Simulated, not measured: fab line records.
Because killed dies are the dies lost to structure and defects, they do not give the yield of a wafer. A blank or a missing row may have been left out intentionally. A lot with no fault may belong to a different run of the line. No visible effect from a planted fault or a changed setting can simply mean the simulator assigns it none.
Code-filled problem report in 8D (eight disciplines) form || flow berkeley cmos170 || the parts of the form that need people (team, actions taken, sign-off) are left out

1. WHAT WENT WRONG
Across 6 wafers from 2 lots, PFIELD_TW at UCB170_PFIELD_TW_MEAS_09 averages 700, while fault-free wafers read 601 with a standard deviation of 7.1. Relative to the usual mean, that is a shift of +14 standard deviations.
Earliest sighting: wafer L295.1 on film metro-02 at day 8 01:01. The record has a number at this step for 42 wafers belonging to 14 lots. Rule for "out", or "out of limits": more than 4 standard deviations from the usual mean. The other wafers with a number count as sound.

2. WHAT IT IS; WHAT IT IS NOT
{"question": "which readings at this step", "is": "PFIELD_TW", "is not": "-"}
{"question": "which lots", "is": "L295, L297", "is not": "L282, L283, L284, L288, L290, L291, L293, L294, L296, L298, L303, L305"}
{"question": "which wafers of those lots", "is": "all that have a number", "is not": "-"}
{"question": "read on which gauges", "is": "film metro-02, film metro-03", "is not": "film metro-01"}
{"question": "when", "is": "from day 8 01:01", "is not": "up to then (24 sound wafers); but 12 sound wafers of L296, L298, L303, L305 came after"}

3. SUSPECTS, AND WHAT RULES EACH OUT
Counting: any tool at a process step up to the reading is kept as a suspect provided that every lot that is out went through it and no sound lot did after the first of them.
- ruled out: the gauge at UCB170_PFIELD_TW_MEAS_09. 2 gauges (film metro-02, film metro-03) read the wafers that are out.
- implanter-04 at UCB170_PFIELD_IMPLANT_07: kept. It ran every lot that is out, first L295 (day 8 00:46), and no sound lot after that; its last sound lot up to then is L294 (day 7 11:49). On those wafers its own readings are out: dose ions cm2, faraday current uA.
The count leaves implanter-04 at UCB170_PFIELD_IMPLANT_07.

4. THE CAUSE (what the simulator had put in)
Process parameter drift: implanter-04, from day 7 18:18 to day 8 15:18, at UCB170_PFIELD_IMPLANT_07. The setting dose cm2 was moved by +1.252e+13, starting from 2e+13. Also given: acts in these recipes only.
Counting left only this tool.

5. SEQUENCE OF EFFECTS, ordered by route
Each row: a reading whose mean over the struck wafers that have a number lies more than 3 standard deviations from the usual. Only readings for which the record gives a usual standard deviation are gone through. hours: the time from each lot's start at the first step in this table that gives one to its start at this step, as a median over the lots. sigmas: the change in usual standard deviations.
{"hours": 0, "step": "UCB170_PFIELD_IMPLANT_07", "reading": "dose ions cm2", "usual": 2.0008e+13, "on struck wafers": 3.2521e+13, "change": "+1.2513e+13", "sigmas": "+99 or more"}
{"hours": 0, "step": "UCB170_PFIELD_IMPLANT_07", "reading": "faraday current uA", "usual": 63.4, "on struck wafers": 103.0, "change": "+39.6", "sigmas": "+28"}
{"hours": 0, "step": "UCB170_PFIELD_TW_MEAS_09", "reading": "PFIELD_TW", "usual": 601, "on struck wafers": 700, "change": "+99", "sigmas": "+14"}
Process steps it contains:
- UCB170_PFIELD_IMPLANT_07
Later measuring or inspecting steps at which every struck wafer that the step has a row for has a number for every such reading, and none has moved that far: UCB170_CONTACT_CD_MEAS_15, UCB170_CONTACT_CD_MEAS_90, UCB170_V1_CD_MEAS_12.

6. WHAT WOULD HAVE CAUGHT IT SOONER
Counted from the fault's start at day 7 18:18, it took 7 hours until the first out-of-limits reading at a measuring or inspecting step in this record, taken at day 8 01:01.
At UCB170_PFIELD_IMPLANT_07, the tool's own readings (dose ions cm2, faraday current uA) were out on each struck wafer the step has a row for, so an alarm limit on them would have fired on the first such wafer.
Among the 2 lots that are out, L297 began UCB170_PFIELD_IMPLANT_07 on implanter-04 after day 8 01:01. A hold on the tool at that time would have spared it.
